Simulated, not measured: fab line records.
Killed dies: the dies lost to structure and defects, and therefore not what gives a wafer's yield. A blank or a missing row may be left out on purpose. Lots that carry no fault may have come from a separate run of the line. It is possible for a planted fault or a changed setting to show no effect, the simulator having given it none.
One fault through the eyes of 2 desks ; flow berkeley cmos170 ; every desk sees just its own numbers, and what lay behind them comes last

FOR THE TOOL OWNER'S DESK: rie diel-02
The tool's own readings at UCB170_ZERO_ETCH_06 (etches SiO2 in CHF3/CF4/Ar, time 12 s): means of the sampled wafers that have a number, for each lot that ran on this tool. Marked OUT: a lot whose mean sits more than 4 standard deviations from the usual mean, which makes it out of limits; the brackets give that distance.
Columns: A = drypump motor current A at UCB170_ZERO_ETCH_06, usual 5.6 A; B = mfc ar sccm at UCB170_ZERO_ETCH_06, usual 120.0 sccm; C = oes product au at UCB170_ZERO_ETCH_06, usual 0.613 a.u.; D = throttle valve pct at UCB170_ZERO_ETCH_06, usual 9.22 %
lot;first seen here;A;B;C;D
L649;day 1 22:33;5.7;120.1;0.617;9.31
L652;day 2 15:08;5.5;119.8;0.603;9.11
L655;day 3 07:32;5.5;120.1;0.614;9.17
L659;day 4 02:47;5.5;119.9;0.607;9.17
Result from this desk: across the 4 lots, nothing is out of limits.

AT THE METROLOGY DESK
Lot by lot, what the gauges showed, no matter which tool ran the lot: averages of those sampled wafers that carry a number. Marked OUT: a lot whose mean sits more than 4 standard deviations from the usual mean, which makes it out of limits; the brackets give that distance.
Columns: A = ACTIVE_OXIDE_THK at UCB170_ACTIVE_THK_MEAS_03, usual 26.4 nm; B = cd nm at UCB170_ACTIVE_CD_MEAS_90, usual 1199.7 nm; C = cd nm at UCB170_M2_CD_MEAS_15, usual 699.7 nm
lot;first seen here;A;B;C
L648;day 3 18:31;26.7;1199.0;701.4
L649;day 4 02:29;26.5;1197.2;698.3
L650;day 4 04:29;27.2;1202.8;702.6
L651;day 4 15:11;26.1;1200.1;698.4
L652;day 4 15:11;26.1;1198.3;698.0
L655;day 5 14:38;26.4;1200.7;699.9
L657;day 5 17:20;26.2;1198.0;698.7
L659;day 6 01:22;26.2;1200.0;700.5
L660;day 6 07:11;25.8;1202.0;700.3
L665;day 7 01:04;26.4;1201.5;700.9
L666;day 7 15:03;27.1;1198.9;699.5
L667;day 7 15:03;26.8;1199.0;698.6
L670;day 8 05:56;26.2;1199.4;699.4
L671;day 8 11:49;27.0;1199.9;700.2
Result from this desk: across the 14 lots, nothing is out of limits.

BROUGHT TOGETHER
The tool owner's desk saw nothing out of limits.
Nothing out of limits was seen by the metrology desk.

WHAT THE SIMULATOR HAD INSERTED
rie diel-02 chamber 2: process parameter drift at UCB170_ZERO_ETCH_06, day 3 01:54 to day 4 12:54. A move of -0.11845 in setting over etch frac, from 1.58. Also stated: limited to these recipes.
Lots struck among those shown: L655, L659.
